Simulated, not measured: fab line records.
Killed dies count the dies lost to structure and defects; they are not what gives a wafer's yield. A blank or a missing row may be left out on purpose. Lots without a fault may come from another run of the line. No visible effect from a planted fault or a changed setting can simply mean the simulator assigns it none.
fab line records	flow ritCmos
record: lots: 14	wafers: 42	lastDay: 7
route steps=202 shown ACTIVE@15 PWELL@45 GATE@81 NLDD@109 M1@202
lots untouched by any fault: they come from a run of this same line in which no faults occurred
startH: the number of hours between the record's first day and the start of the first shown wafer of the lot	waitH: hours since the lot's step before	" identical to the entry in the row above	L1.1+2: a row that stands for several wafers	- no value, or no start was given	* or withheld: withheld	< > ~ a bound
route shown NAME@n: names a module that has steps shown in the file, with the first one's number in the route	usual: average and standard deviation across the fault-free wafers	same: alike in all rows	chamber/n: place in a boat	sites: each site's reading	_std_site: the standard deviation of these	_edge_site: the outer-site mean with the inner-site mean subtracted	radiusMm: how far each site lies from the wafer's centre	mask NAME#n: copy n	behind: the last tool/chamber to shape the wafer	hold: what put the lot on hold/how long, in hours/how the hold closed	device: transistor that didn't switch, given as n, p or np	end of line: at the end of the route, the tests of the same wafers	a step with no rows: only its recipe	killed: the dies lost at the first sort to structure and to defects; this is not the yield of the wafer	map: a wafer's dies, marking killed ones x, the rest . and places with no die _
set.NAME: the run value of the setting; set.NAME@STEP: its run value at that earlier step	model.NAME: the simulator's own value behind a step, which no gauge read
one table for each step of the route and one row for each wafer, over a sample of lots
services: when a tool's chamber went out of use (startH, in hours from the record's first day, below 0 if earlier), for how many hours, and the reason
== steps ==
step: RIT_ACTIVE_STRIP_14
recipe: chemistry: O2	timeS: 180	resist: NOVOLAK	platenTempC: withheld	powerW: 500	pressureMtorr: 4000	o2FlowSccm: 4000
usual: drypumpMotorCurrentA: 5.6/0.6
lot.wafer	tool	chamber	startH	waitH	drypumpMotorCurrentA	rfHoursCounterH
L922.2	plasmaAsher-03	1	14.84	0.1	5.1	37
L922.5	"	1	"	"	5.1	-
L922.6	"	0	"	"	5.2	-
L923.1	plasmaAsher-02	1	20.20	0.1	5.4	37
L923.2	"	0	"	"	5.6	37
L923.6	"	0	"	"	5.6	-
L925.2	plasmaAsher-03	1	30.68	0.1	5.1	39
L925.4	"	0	"	"	5.2	-
L925.6	"	0	"	"	5.2	-
L926.1	plasmaAsher-03	1	35.57	0.1	5.2	39
L926.4	"	1	"	"	5.1	-
L926.6	"	1	"	"	5.1	-
L928.3	plasmaAsher-04	1	45.12	0.1	6.9	-
L928.4	"	0	"	"	5.8	-
L928.6	"	1	"	"	6.8	-
L930.1	plasmaAsher-03	0	56.03	0.1	5.1	42
L930.3	"	1	"	"	5.1	-
L930.6	"	0	"	"	5.1	-
L932.3	plasmaAsher-02	0	66.67	0.1	5.6	-
L932.4	"	1	"	"	5.4	-
L932.5	"	1	"	"	5.4	-
L933.2	plasmaAsher-02	0	71.83	0.1	5.6	42
L933.3	"	0	"	"	5.6	-
L933.6	"	0	"	"	5.6	-
L935.2	plasmaAsher-03	1	80.18	0.1	5.1	44
L935.3	"	1	"	"	5.1	-
L935.4	"	0	"	"	5.1	-
L940.1	plasmaAsher-04	0	105.25	0.1	5.8	48
L940.4	"	0	"	"	5.8	-
L940.6	"	0	"	"	5.8	-
L941.2	plasmaAsher-04	0	110.19	0.1	5.8	48
L941.4	"	1	"	"	6.9	-
L941.6	"	1	"	"	6.8	-
L942.1	plasmaAsher-02	0	115.10	0.1	5.6	46
L942.2	"	1	"	"	5.4	46
L942.5	"	1	"	"	5.4	-
L944.2	plasmaAsher-04	1	124.84	0.1	6.9	50
L944.4	"	0	"	"	5.8	-
L944.6	"	1	"	"	6.8	-
L945.1	plasmaAsher-03	0	130.83	0.1	5.1	1
L945.4	"	1	"	"	5.1	-
L945.5	"	1	"	"	5.1	-
step: RIT_PWELL_OVL_MEAS_06
usual: PWELL_OVL: -0.2/1.4
lot.wafer	tool	chamber	startH	waitH	PWELL_OVL[nm]
L922.2	overlay-01	-	26.03	-	0.5
L922.5	"	-	"	"	-0.8
L922.6	"	-	"	"	-0.2
L923.1	overlay-02	-	29.87	-	-2.5
L923.2	"	-	"	"	0.2
L923.6	"	-	"	"	-0.3
L925.2	overlay-01	-	40.14	-	0.8
L925.4	"	-	"	"	0.9
L925.6	"	-	"	"	2.2
L926.1	overlay-01	-	44.47	-	-0.3
L926.4	"	-	"	"	2.9
L926.6	"	-	"	"	2.0
L928.3	overlay-02	-	52.93	-	-1.3
L928.4	"	-	"	"	-0.5
L928.6	"	-	"	"	-1.1
L930.1	overlay-01	-	65.20	-	-2.2
L930.3	"	-	"	"	-0.9
L930.6	"	-	"	"	0.2
L932.3	overlay-01	-	74.62	-	1.0
L932.4	"	-	"	"	-0.5
L932.5	"	-	"	"	-0.6
L933.2	overlay-01	-	79.17	-	-0.8
L933.3	"	-	"	"	-1.4
L933.6	"	-	"	"	-1.0
L935.2	overlay-02	-	87.50	-	-0.1
L935.3	"	-	"	"	0.3
L935.4	"	-	"	"	-0.5
L940.1	overlay-01	-	113.75	-	1.1
L940.4	"	-	"	"	1.0
L940.6	"	-	"	"	0.8
L941.2	overlay-02	-	117.49	-	-0.9
L941.4	"	-	"	"	-2.0
L941.6	"	-	"	"	-0.9
L942.1	overlay-01	-	121.95	-	-2.0
L942.2	"	-	"	"	0.5
L942.5	"	-	"	"	-0.7
L944.2	overlay-02	-	133.44	-	0.8
L944.4	"	-	"	"	-0.9
L944.6	"	-	"	"	-2.3
L945.1	overlay-01	-	138.73	-	0.5
L945.4	"	-	"	"	1.4
L945.5	"	-	"	"	2.1
step: RIT_GATE_OXIDATION_05
recipe: tempC: 900	ambient: O2	targetThkA: 30	oxTimeS: 270
usual: spikeTcCentreC: 902.9/1.8	spikeTcLoadC: 925.7/2.2	spikeTcSourceC: 925.9/1.1	tubeCenterTempC: 900.02/0.077	tube_center_temp_C_max: 902.3/0.34
same: oxTimeS: 270
lot.wafer	tool	chamber	startH	waitH	spikeTcCentreC	spikeTcLoadC	spikeTcSourceC	tubeCenterTempC	tube_center_temp_C_max
L922.2	furnace-03	0	36.86	1.2	902.7	924.1	926.8	900	902.4
L922.5	"	0	"	"	905.1	924.7	926.2	900.05	902.4
L922.6	"	0	"	"	903.1	924.0	926.1	899.96	902.0
L923.1	furnace-01	0	40.95	0.1	904.8	925.4	925.4	900.02	902.0
L923.2	"	0	"	"	903.9	922.9	923.2	900.01	902.7
L923.6	"	0	"	"	901.8	923.5	925.5	899.99	902.0
L925.2	furnace-04	0	50.38	0.5	900.1	929.0	925.2	899.98	902.2
L925.4	"	0	"	"	900.7	928.5	925.4	899.97	901.8
L925.6	"	0	"	"	902.6	929.0	925.7	900.08	902.3
L926.1	furnace-04	0	55.57	0.5	901.3	930.3	926.6	900	902.2
L926.4	"	0	"	"	900.7	929.0	926.1	899.97	902.5
L926.6	"	0	"	"	901.3	929.9	924.1	899.98	901.7
L928.3	furnace-01	0	65.20	1.3	905.4	923.8	925.1	899.98	902.8
L928.4	"	0	"	"	904.7	924.9	927.5	900.08	902.9
L928.6	"	0	"	"	904.2	924.2	924.7	900.11	902.4
L930.1	furnace-04	0	77.05	1.5	901.3	928.6	925.4	899.96	902.4
L930.3	"	0	"	"	902.2	927.1	925.3	899.99	902.4
L930.6	"	0	"	"	898.9	928.5	926.9	899.98	902.1
L932.3	furnace-01	0	84.65	0.0	906.1	924.6	925.4	900.05	902.6
L932.4	"	0	"	"	905.2	924.5	925.4	899.94	902.5
L932.5	"	0	"	"	904.7	924.1	925.5	900.18	902.4
L933.2	furnace-03	0	89.86	0.9	904.8	923.3	924.9	899.92	902.2
L933.3	"	0	"	"	904.1	925.7	928.3	900.05	902.7
L933.6	"	0	"	"	904.9	924.8	926.5	900.11	902.1
L935.2	furnace-04	0	98.44	1.2	901.4	927.1	924.9	900.04	902.1
L935.3	"	0	"	"	901.4	926.9	924.8	900.01	902.3
L935.4	"	0	"	"	900.2	928.2	926.4	900.13	902.2
L940.1	furnace-01	0	124.87	1.2	892.0	910.5	910.4	886.08	887.6
L940.4	"	0	"	"	891.0	909.3	912.5	886.03	888.6
L940.6	"	0	"	"	891.0	911.6	911.9	885.97	888.2
L941.2	furnace-01	0	128.59	0.0	890.0	908.0	909.5	885.94	888.2
L941.4	"	0	"	"	889.8	911.1	912.2	885.93	887.8
L941.6	"	0	"	"	889.4	908.7	910.5	885.98	888.5
L942.1	furnace-03	0	132.83	1.1	902.6	923.0	926.5	899.99	902.4
L942.2	"	0	"	"	903.0	923.3	926.4	900.05	902.4
L942.5	"	0	"	"	903.3	923.7	926.3	899.92	902.9
L944.2	furnace-04	0	144.97	0.7	900.9	927.5	925.3	899.98	902.2
L944.4	"	0	"	"	901.1	928.6	926.1	899.99	902.5
L944.6	"	0	"	"	902.1	929.3	925.9	900.07	902.2
L945.1	furnace-03	0	149.25	0.1	903.8	925.7	926.9	900.07	902.4
L945.4	"	0	"	"	903.0	925.0	924.9	900.02	902.2
L945.5	"	0	"	"	903.5	924.9	926.8	900.26	903.2
step: RIT_GATE_THK_MEAS_07
recipe: reads: SiO2_of_GATE_OXIDATION_05
usual: GATE_OXIDE_THK: 3.00/0.062
lot.wafer	tool	chamber	startH	waitH	GATE_OXIDE_THK[nm]
L922.2	filmMetro-01	-	38.71	0.0	2.95
L922.5	"	-	"	"	2.91
L922.6	"	-	"	"	2.92
L923.1	filmMetro-03	-	42.30	0.0	3.02
L923.2	"	-	"	"	2.96
L923.6	"	-	"	"	3.00
L925.2	filmMetro-04	-	51.71	0.0	3.06
L925.4	"	-	"	"	3.01
L925.6	"	-	"	"	3.08
L926.1	filmMetro-04	-	57.30	0.0	3.14
L926.4	"	-	"	"	3.00
L926.6	"	-	"	"	3.09
L928.3	filmMetro-04	-	68.20	0.0	2.94
L928.4	"	-	"	"	2.99
L928.6	"	-	"	"	2.98
L930.1	filmMetro-04	-	79.69	0.0	3.06
L930.3	"	-	"	"	3.01
L930.6	"	-	"	"	3.03
L932.3	filmMetro-04	-	87.08	0.0	3.00
L932.4	"	-	"	"	2.97
L932.5	"	-	"	"	3.03
L933.2	filmMetro-01	-	93.13	0.0	3.14
L933.3	"	-	"	"	3.10
L933.6	"	-	"	"	3.09
L935.2	filmMetro-01	-	99.77	0.0	3.04
L935.3	"	-	"	"	3.04
L935.4	"	-	"	"	3.03
L940.1	filmMetro-03	-	127.96	0.0	2.50
L940.4	"	-	"	"	2.61
L940.6	"	-	"	"	2.52
L941.2	filmMetro-01	-	129.92	0.0	2.48
L941.4	"	-	"	"	2.52
L941.6	"	-	"	"	2.49
L942.1	filmMetro-03	-	134.85	0.0	2.99
L942.2	"	-	"	"	2.95
L942.5	"	-	"	"	2.96
L944.2	filmMetro-03	-	147.83	0.0	2.96
L944.4	"	-	"	"	2.95
L944.6	"	-	"	"	2.96
L945.1	filmMetro-04	-	150.58	0.0	3.06
L945.4	"	-	"	"	2.99
L945.5	"	-	"	"	2.97
step: RIT_NLDD_OVL_MEAS_06
usual: NLDD_OVL: 0.1/1.3
lot.wafer	tool	chamber	startH	waitH	NLDD_OVL[nm]
L922.2	overlay-01	-	47.58	-	1.8
L922.5	"	-	"	"	1.8
L922.6	"	-	"	"	2.1
L923.1	overlay-01	-	51.41	-	0.9
L923.2	"	-	"	"	1.8
L923.6	"	-	"	"	-0.4
L925.2	overlay-02	-	60.11	-	-1.6
L925.4	"	-	"	"	-2.5
L925.6	"	-	"	"	-1.7
L926.1	overlay-02	-	67.66	-	-1.4
L926.4	"	-	"	"	-0.2
L926.6	"	-	"	"	-1.8
L928.3	overlay-01	-	75.49	-	-0.1
L928.4	"	-	"	"	1.5
L928.6	"	-	"	"	0.8
L930.1	overlay-02	-	87.84	-	1.7
L930.3	"	-	"	"	3.0
L930.6	"	-	"	"	0.8
L932.3	overlay-01	-	96.85	-	-2.3
L932.4	"	-	"	"	-1.4
L932.5	"	-	"	"	-0.3
L933.2	overlay-01	-	101.32	-	2.0
L933.3	"	-	"	"	0.8
L933.6	"	-	"	"	1.2
L935.2	overlay-01	-	108.53	-	-0.1
L935.3	"	-	"	"	-0.3
L935.4	"	-	"	"	1.2
L940.1	overlay-01	-	135.51	-	-1.6
L940.4	"	-	"	"	0.4
L940.6	"	-	"	"	-1.0
L941.2	overlay-02	-	137.79	-	0.1
L941.4	"	-	"	"	-3.7
L941.6	"	-	"	"	-1.1
L942.1	overlay-01	-	143.03	-	1.4
L942.2	"	-	"	"	0.1
L942.5	"	-	"	"	-1.0
L944.2	overlay-02	-	155.52	-	-1.5
L944.4	"	-	"	"	-0.3
L944.6	"	-	"	"	-1.3
L945.1	overlay-01	-	157.83	-	1.4
L945.4	"	-	"	"	1.0
L945.5	"	-	"	"	0.5
step: RIT_M1_PROBE_99
usual: killed_at_M0_to_M3: 0.0/0.12	killedAtFrontEnd: 7.1/2.7	killedDies: 7.2/2.7	killedOpen: 3.5/1.9	killedShort: 3.6/1.9
same: grossDies: 264	killed_at_M4_up: 0	killedAtBackSide: 0	killedAtContacts: 0	killedAtOther: 0
lot.wafer	tool	chamber	startH	waitH	killed_at_M0_to_M3	killedAtFrontEnd	killedDies	killedOpen	killedShort
L922.2	prober-02	-	63.39	0.1	0	8	8	4	4
L922.5	prober-02	-	63.54	0.2	0	9	9	4	5
L922.6	prober-02	-	63.59	0.2	0	7	7	4	3
L923.1	prober-01	-	66.90	0.1	0	8	8	3	5
L923.2	prober-01	-	66.95	0.1	0	12	12	4	8
L923.6	prober-01	-	67.15	0.2	0	5	5	2	3
L925.2	prober-01	-	75.97	0.1	0	13	13	7	6
L925.4	prober-01	-	76.07	0.2	0	7	7	6	1
L925.6	prober-01	-	76.17	0.2	0	10	10	7	3
L926.1	prober-02	-	82.96	0.1	0	10	10	5	5
L926.4	prober-02	-	83.11	0.2	0	9	9	7	2
L926.6	prober-02	-	83.21	0.2	0	8	8	2	6
L928.3	prober-02	-	91.89	0.2	1	9	10	3	6
L928.4	prober-02	-	91.94	0.2	0	5	5	3	2
L928.6	prober-02	-	92.04	0.2	0	9	9	3	6
L930.1	prober-02	-	103.22	0.1	0	6	6	4	2
L930.3	prober-02	-	103.32	0.2	0	8	8	5	3
L930.6	prober-02	-	103.47	0.2	0	1	1	0	1
L932.3	prober-02	-	112.55	0.2	0	6	6	4	2
L932.4	prober-02	-	112.60	0.2	0	4	4	2	2
L932.5	prober-02	-	112.65	0.2	0	2	2	1	1
L933.2	prober-01	-	116.65	0.1	0	6	6	2	4
L933.3	prober-01	-	116.70	0.2	0	13	13	5	8
L933.6	prober-01	-	116.85	0.2	0	7	7	6	1
L935.2	prober-01	-	124.67	0.1	0	3	3	2	1
L935.3	prober-01	-	124.72	0.2	0	7	7	3	4
L935.4	prober-01	-	124.77	0.2	0	8	8	6	2
L940.1	prober-02	-	151.57	0.1	0	6	6	3	3
L940.4	prober-02	-	151.72	0.2	0	8	8	4	4
L940.6	prober-02	-	151.82	0.2	0	10	10	3	7
L941.2	prober-01	-	153.80	0.1	0	9	9	3	6
L941.4	prober-01	-	153.90	0.2	0	6	6	3	2
L941.6	prober-01	-	154.00	0.2	0	10	10	6	4
L942.1	prober-02	-	158.55	0.1	0	10	10	7	3
L942.2	prober-02	-	158.60	0.1	0	9	9	6	3
L942.5	prober-02	-	158.75	0.2	0	13	13	8	5
L944.2	prober-02	-	171.87	0.1	0	4	4	3	1
L944.4	prober-02	-	171.97	0.2	0	4	4	2	2
L944.6	prober-02	-	172.07	0.2	0	6	6	3	3
L945.1	prober-01	-	173.32	0.1	0	14	14	8	6
L945.4	prober-01	-	173.47	0.2	0	5	5	2	3
L945.5	prober-01	-	173.52	0.2	0	6	6	2	4
killed by level:class
L922.2 GATE:geometricParticle:short=2 SPACER:geometricParticle:open=2 SILICIDE:geometricParticle:open=2 FOX2:geometricParticle:short=1 SPACER:geometricParticle:short=1
L922.5 GATE:geometricParticle:short=2 REOX:geometricParticle:open=2 FOX2:geometricParticle:short=1 GATE:geometricParticle:open=1 SPACER:geometricParticle:open=1 SPACER:geometricParticle:short=1 SILICIDE:geometricParticle:short=1
L922.6 GATE:geometricParticle:open=2 SPACER:geometricParticle:short=2 ACTIVE:geometricParticle:short=1 FOX2:geometricParticle:open=1 SILICIDE:geometricParticle:open=1
L923.1 SILICIDE:geometricParticle:short=2 FOX2:geometricParticle:short=1 GATE:geometricParticle:open=1 REOX:geometricParticle:short=1 SPACER:geometricParticle:short=1 SPACER:geometricParticle:open=1 SILICIDE:geometricParticle:open=1
L923.2 SPACER:geometricParticle:short=4 REOX:geometricParticle:short=2 FOX1:geometricParticle:short=1 FOX1:geometricParticle:open=1 GATE:geometricParticle:short=1 GATE:geometricParticle:open=1 REOX:geometricParticle:open=1 SILICIDE:geometricParticle:open=1
L923.6 FOX2:geometricParticle:open=1 GATE:geometricParticle:short=1 GATE:geometricParticle:open=1 SPACER:geometricParticle:short=1 SILICIDE:geometricParticle:short=1
L925.2 SPACER:geometricParticle:open=3 FOX1:geometricParticle:short=2 GATE:geometricParticle:short=2 REOX:geometricParticle:open=2 FOX2:geometricParticle:open=1 GATE:geometricParticle:open=1 SPACER:geometricParticle:short=1 SILICIDE:geometricParticle:short=1
L925.4 REOX:geometricParticle:open=3 GATE:geometricParticle:open=2 REOX:geometricParticle:short=1 SPACER:geometricParticle:open=1
L925.6 GATE:geometricParticle:open=2 SPACER:geometricParticle:open=2 FOX1:geometricParticle:open=1 FOX2:geometricParticle:short=1 FOX2:geometricParticle:open=1 REOX:geometricParticle:open=1 SPACER:geometricParticle:short=1 SILICIDE:geometricParticle:short=1
L926.1 GATE:geometricParticle:short=2 FOX1:geometricParticle:open=1 FOX1:geometricParticle:short=1 FOX2:geometricParticle:open=1 FOX2:geometricParticle:short=1 GATE:geometricParticle:open=1 REOX:geometricParticle:open=1 SPACER:geometricParticle:short=1
L926.4 SPACER:geometricParticle:open=2 SILICIDE:geometricParticle:open=2 FOX1:geometricParticle:open=1 FOX2:geometricParticle:open=1 GATE:geometricParticle:open=1 GATE:geometricParticle:short=1 SPACER:geometricParticle:short=1
L926.6 GATE:geometricParticle:short=3 SILICIDE:geometricParticle:short=2 FOX2:geometricParticle:open=1 GATE:geometricParticle:open=1 SPACER:geometricParticle:short=1
L928.3 FOX1:geometricParticle:open=2 REOX:geometricParticle:short=2 ACTIVE:geometricParticle:short=1 FOX2:geometricParticle:short=1 GATE:geometricParticle:short=1 SPACER:geometricParticle:short=1 SILICIDE:geometricParticle:open=1 M1:coatMicrobubblePrinted=1
L928.4 SILICIDE:geometricParticle:open=2 FOX1:geometricParticle:short=1 SPACER:geometricParticle:open=1 SPACER:geometricParticle:short=1
L928.6 GATE:geometricParticle:short=2 FOX1:geometricParticle:open=1 FOX1:geometricParticle:short=1 FOX2:geometricParticle:open=1 FOX2:geometricParticle:short=1 GATE:geometricParticle:open=1 SPACER:geometricParticle:short=1 SILICIDE:geometricParticle:short=1
L930.1 FOX1:geometricParticle:open=2 FOX1:geometricParticle:short=1 GATE:geometricParticle:short=1 REOX:geometricParticle:open=1 SILICIDE:geometricParticle:open=1
L930.3 SILICIDE:geometricParticle:open=3 FOX2:geometricParticle:short=2 GATE:geometricParticle:open=1 SPACER:geometricParticle:open=1 SPACER:geometricParticle:short=1
L930.6 GATE:geometricParticle:short=1
L932.3 GATE:geometricParticle:open=2 FOX1:geometricParticle:open=1 GATE:geometricParticle:short=1 SILICIDE:geometricParticle:short=1 SILICIDE:geometricParticle:open=1
L932.4 GATE:geometricParticle:short=2 FOX1:geometricParticle:open=1 GATE:geometricParticle:open=1
L932.5 GATE:geometricParticle:open=1 GATE:geometricParticle:short=1
L933.2 FOX1:geometricParticle:short=2 SPACER:geometricParticle:short=2 FOX1:geometricParticle:open=1 SPACER:geometricParticle:open=1
L933.3 SPACER:geometricParticle:short=4 GATE:geometricParticle:short=2 GATE:geometricParticle:open=2 FOX1:geometricParticle:open=1 FOX1:geometricParticle:short=1 FOX2:geometricParticle:short=1 SPACER:geometricParticle:open=1 SILICIDE:geometricParticle:open=1
L933.6 REOX:geometricParticle:open=3 FOX1:geometricParticle:open=1 FOX1:geometricParticle:short=1 SPACER:geometricParticle:open=1 SILICIDE:geometricParticle:open=1
L935.2 FOX1:geometricParticle:short=1 REOX:geometricParticle:open=1 SPACER:geometricParticle:open=1
L935.3 FOX2:geometricParticle:short=2 FOX1:geometricParticle:open=1 FOX1:geometricParticle:short=1 FOX2:geometricParticle:open=1 GATE:geometricParticle:short=1 REOX:geometricParticle:open=1
L935.4 SPACER:geometricParticle:open=4 FOX1:geometricParticle:short=1 FOX1:geometricParticle:open=1 FOX2:geometricParticle:short=1 GATE:geometricParticle:open=1
L940.1 GATE:geometricParticle:short=2 SPACER:geometricParticle:open=2 FOX1:geometricParticle:open=1 SPACER:geometricParticle:short=1
L940.4 GATE:geometricParticle:short=2 REOX:geometricParticle:open=2 FOX1:geometricParticle:short=1 SPACER:geometricParticle:short=1 GATE:geometricParticle:open=1 SILICIDE:geometricParticle:open=1
L940.6 GATE:geometricParticle:short=4 SPACER:geometricParticle:short=2 GATE:geometricParticle:open=1 SPACER:geometricParticle:open=1 SILICIDE:geometricParticle:open=1 SILICIDE:geometricParticle:short=1
L941.2 FOX2:geometricParticle:short=3 GATE:geometricParticle:short=3 FOX1:geometricParticle:open=2 GATE:geometricParticle:open=1
L941.4 FOX1:geometricParticle:open=2 FOX1:geometricParticle:short=1 GATE:geometricParticle:short=1 GATE:geometricParticle:open=1 NWELL:coatMicrobubblePrinted=1
L941.6 GATE:geometricParticle:open=4 FOX1:geometricParticle:open=2 GATE:geometricParticle:short=2 FOX1:geometricParticle:short=1 SILICIDE:geometricParticle:short=1
L942.1 GATE:geometricParticle:open=5 GATE:geometricParticle:short=2 REOX:geometricParticle:short=1 REOX:geometricParticle:open=1 SILICIDE:geometricParticle:open=1
L942.2 GATE:geometricParticle:open=4 GATE:geometricParticle:short=2 REOX:geometricParticle:open=2 REOX:geometricParticle:short=1
L942.5 GATE:geometricParticle:open=4 FOX1:geometricParticle:open=2 GATE:geometricParticle:short=2 FOX1:geometricParticle:short=1 FOX2:geometricParticle:open=1 REOX:geometricParticle:short=1 SPACER:geometricParticle:short=1 SILICIDE:geometricParticle:open=1
L944.2 GATE:geometricParticle:open=1 GATE:geometricParticle:short=1 REOX:geometricParticle:open=1 SPACER:geometricParticle:open=1
L944.4 REOX:geometricParticle:short=2 FOX1:geometricParticle:open=1 GATE:geometricParticle:open=1
L944.6 GATE:geometricParticle:open=2 FOX1:geometricParticle:short=1 GATE:geometricParticle:short=1 REOX:geometricParticle:open=1 REOX:geometricParticle:short=1
L945.1 REOX:geometricParticle:open=6 REOX:geometricParticle:short=2 SPACER:geometricParticle:short=2 SILICIDE:geometricParticle:short=2 FOX2:geometricParticle:open=1 GATE:geometricParticle:open=1
L945.4 SILICIDE:geometricParticle:short=2 GATE:geometricParticle:short=1 SPACER:geometricParticle:open=1 SILICIDE:geometricParticle:open=1
L945.5 FOX1:geometricParticle:short=1 FOX2:geometricParticle:open=1 GATE:geometricParticle:short=1 REOX:geometricParticle:short=1 SPACER:geometricParticle:short=1 SILICIDE:geometricParticle:open=1
== services ==
tool	chamber	startH	hours	kind
plasmaAsher-02	-	-6.58	0.4	repair
furnace-04	-	-5.97	3.1	pm
furnace-04	-	-1.37	4.6	repair
plasmaAsher-02	-	41.58	7.8	repair
plasmaAsher-03	-	108.75	9.0	pm
plasmaAsher-03	0	108.75	9.0	ventCycle
plasmaAsher-03	1	108.75	9.0	ventCycle
plasmaAsher-02	-	109.58	2.8	pm
plasmaAsher-03	0	117.75	-	clean
plasmaAsher-03	1	117.75	-	clean
== key ==
firstSign: step: RIT_GATE_OXIDATION_05	reading: tubeCenterTempC	direction: down	sigmas: 99+	usual: *	struck: *
effect: step: RIT_GATE_OXIDATION_05	reading: tube_center_temp_C_max	direction: down	sigmas: 42	usual: *	struck: *
effect: step: RIT_GATE_THK_MEAS_07	reading: GATE_OXIDE_THK	direction: down	sigmas: 7.7	usual: 3.00	struck: 2.52
metAt RIT_GATE_OXIDATION_05
struckLots L940,L941
testerLeftOut L940,L941
notActingAt RIT_ACTIVE_STRIP_14,RIT_PWELL_OVL_MEAS_06,RIT_NLDD_OVL_MEAS_06
onsetBetween 84.65 124.87
fault: kind: processParameterDrift	tool: furnace-01	chamber: -	onsetH: 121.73	steps: RIT_GATE_OXIDATION_05	channel: tempC	offset: *	shape: step	endH: 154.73	actsIn: *	stated: *
testerLeftOut: of these lots the tester's yield and bins aren't shown, on N5 and GAA mostly nor the transistor test; their killed dies are dies lost to structure and defects alone, not to doping, threshold or leakage, so they don't give the yield
